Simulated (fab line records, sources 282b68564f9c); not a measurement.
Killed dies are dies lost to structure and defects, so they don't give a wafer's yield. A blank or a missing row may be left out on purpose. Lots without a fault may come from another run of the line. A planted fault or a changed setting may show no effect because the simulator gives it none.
One fault seen from 2 desks | flow rit_cmos | each desk has only its own numbers; what lay behind them comes last

THE METROLOGY DESK
What the gauges read, lot by lot, whatever tool the lot ran on: means of the sampled wafers that have a number. A lot is out of limits, marked OUT, if its mean lies more than 4 standard deviations from the usual mean; the brackets give that distance.
Columns: A = NRETRO_OVL at RIT_NRETRO_OVL_MEAS_06, usual -0.4 nm; B = NRETRO_TW at RIT_NRETRO_TW_MEAS_10, usual 1069; C = PRETRO_OVL at RIT_PRETRO_OVL_MEAS_06, usual 1.1 nm
lot  | first seen here | A    | B    | C
L326 | day 2 12:34     | -1.6 | 1073 | 1.5
L336 | day 4 14:44     | 1.7  | 1083 | -0.3
L340 | day 5 10:16     | -0.9 | 1067 | -1.0
L341 | day 5 13:43     | 0.7  | 1072 | 3.0
L342 | day 5 17:51     | 2.4  | 1067 | 2.0
L345 | day 6 09:53     | -1.3 | 1063 | 2.5
This desk's finding: nothing out of limits on any of the 6 lots.

THE TOOL OWNER'S DESK: litho_track-03
The tool's own readings at RIT_PRETRO_SOFTBAKE_02 (time 60 s): means of the sampled wafers that have a number, for each lot that ran on this tool. A lot is out of limits, marked OUT, if its mean lies more than 4 standard deviations from the usual mean; the brackets give that distance.
Columns: A = heater_power_total_W at RIT_PRETRO_SOFTBAKE_02, usual 34.57 W; B = plate_temp_C at RIT_PRETRO_SOFTBAKE_02, usual 90.00 C
lot  | first seen here | A                       | B
L326 | day 2 13:32     | 34.58                   | 89.89
L340 | day 5 11:16     | 39.37 (+99 or more) OUT | 98.90 (+68) OUT
L345 | day 6 10:54     | 39.46 (+99 or more) OUT | 99.07 (+70) OUT
This desk's finding: out of limits on L340, L345; first on L340, day 5 11:16 (heater_power_total_W at RIT_PRETRO_SOFTBAKE_02). In limits: L326.

PUT TOGETHER
The tool owner's desk could have raised an alarm at day 5 11:16, on L340, L345.
The metrology desk saw nothing out of limits.
The metrology desk has L340, L345 on record, within its limits.
Of the lots named, all ran RIT_PRETRO_SOFTBAKE_02 on litho_track-03.

WHAT THE SIMULATOR HAD PUT IN
Process parameter drift: litho_track-03, from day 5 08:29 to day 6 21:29, at RIT_PRETRO_SOFTBAKE_02. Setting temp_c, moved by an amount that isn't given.
Lots struck among those shown: L340, L345.
Hours from the fault's start to each desk's first reading out of limits: the tool owner's desk, 3.
